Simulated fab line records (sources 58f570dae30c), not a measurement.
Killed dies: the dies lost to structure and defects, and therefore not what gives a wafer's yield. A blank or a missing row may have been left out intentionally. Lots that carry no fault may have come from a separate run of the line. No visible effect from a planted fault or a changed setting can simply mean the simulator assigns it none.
One fault seen from 2 desks + flow berkeley cmos170 + numbers are kept per desk, each desk with only its own; the story behind them comes last

== AT THE METROLOGY DESK ==
What the gauges read, lot by lot, whatever tool the lot ran on: means of the sampled wafers that have a number. Marked OUT: a lot whose mean sits more than 4 standard deviations from the usual mean, which makes it out of limits; the brackets give that distance.
Columns: A = cd nm at UCB170_ACTIVE_CD_MEAS_90, usual 1200.0 nm; B = SCREENOX_OXIDE_THK at UCB170_SCREENOX_THK_MEAS_02, usual 14.30 nm; C = GATE_OVL at UCB170_GATE_OVL_MEAS_13, usual 4 nm; D = NLDD_TW at UCB170_NLDD_TW_MEAS_11, usual 2218; E = NLDD_RS at UCB170_SDANNEAL_RS_MEAS_05, usual 615.5 ohm/sq
| lot  | first seen here | A      | B     | C  | D    | E               |
|------|-----------------|--------|-------|----|------|-----------------|
| L854 | day 4 17:42     | 1198.1 | 14.17 | -0 | 2221 | 616.5           |
| L855 | day 5 01:26     | 1201.5 | 14.24 | 12 | 2225 | 615.3           |
| L856 | day 5 01:38     | 1199.3 | 14.04 | 8  | 2214 | 616.6           |
| L858 | day 5 13:17     | 1200.3 | 13.94 | -0 | 2200 | 616.4           |
| L857 | day 5 13:34     | 1201.7 | 14.69 | 0  | 2204 | 616.1           |
| L860 | day 6 00:45     | 1200.7 | 14.34 | 8  | 2211 | 616.2           |
| L863 | day 6 23:02     | 1200.4 | 14.44 | 5  | 2216 | 613.4           |
| L865 | day 7 03:51     | 1199.4 | 14.18 | -0 | 2229 | 614.5           |
| L864 | day 7 04:06     | 1199.2 | 14.23 | 7  | 2224 | 616.5           |
| L866 | day 7 12:32     | 1200.3 | 14.21 | 4  | 2225 | 614.5           |
| L871 | day 8 13:31     | 1198.9 | 14.51 | 3  | 2275 | 582.7 (-22) OUT |
| L873 | day 8 21:14     | 1202.0 | 14.46 | 6  | 2227 | 616.0           |
| L874 | day 9 05:47     | 1198.3 | 14.37 | 3  | 2202 | 616.1           |
| L876 | day 9 06:04     | 1201.4 | 14.21 | 5  | 2265 | 584.9 (-20) OUT |
This desk's finding: out of limits on L871, L876; first on L871, day 11 16:01 (NLDD_RS at UCB170_SDANNEAL_RS_MEAS_05). L854, L855, L856, L858, L857, L860, L863, L865, L864, L866, L873, L874 stayed within limits.

== THE TOOL OWNER'S DESK: implanter-03 ==
For each lot that ran on this tool, the mean over its sampled wafers that have a number, from the tool's own readings at UCB170_NLDD_IMPLANT_08. Marked OUT: a lot whose mean sits more than 4 standard deviations from the usual mean, which makes it out of limits; the brackets give that distance.
Columns: A = beam energy keV at UCB170_NLDD_IMPLANT_08, usual 29.999
| lot  | first seen here | A                        |
|------|-----------------|--------------------------|
| L854 | day 7 07:24     | 29.996                   |
| L855 | day 7 17:17     | 29.987                   |
| L858 | day 8 09:25     | 29.992                   |
| L865 | day 9 23:47     | 30.005                   |
| L866 | day 10 03:20    | 30.004                   |
| L871 | day 11 04:14    | 36.606 (+99 or more) OUT |
| L876 | day 11 11:20    | 36.593 (+99 or more) OUT |
This desk's verdict: out of limits on L871, L876, starting with L871 at day 11 04:14 (beam energy keV at UCB170_NLDD_IMPLANT_08). L854, L855, L858, L865, L866 stayed within limits.

== BROUGHT TOGETHER ==
On L871, L876, at day 11 04:14, an alarm was possible from the tool owner's desk.
The metrology desk could have raised an alarm at day 11 16:01, on L871, L876.
All the named lots went through UCB170_NLDD_IMPLANT_08 on implanter-03.

== WHAT HAD BEEN PUT IN BY THE SIMULATOR ==
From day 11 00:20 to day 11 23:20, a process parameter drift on implanter-03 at UCB170_NLDD_IMPLANT_08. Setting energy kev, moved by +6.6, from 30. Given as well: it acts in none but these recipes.
Lots struck among those shown: L871, L876.
Counting hours from when the fault started, the first reading out of limits came at 4 for the tool owner's desk and at 16 for the metrology desk.
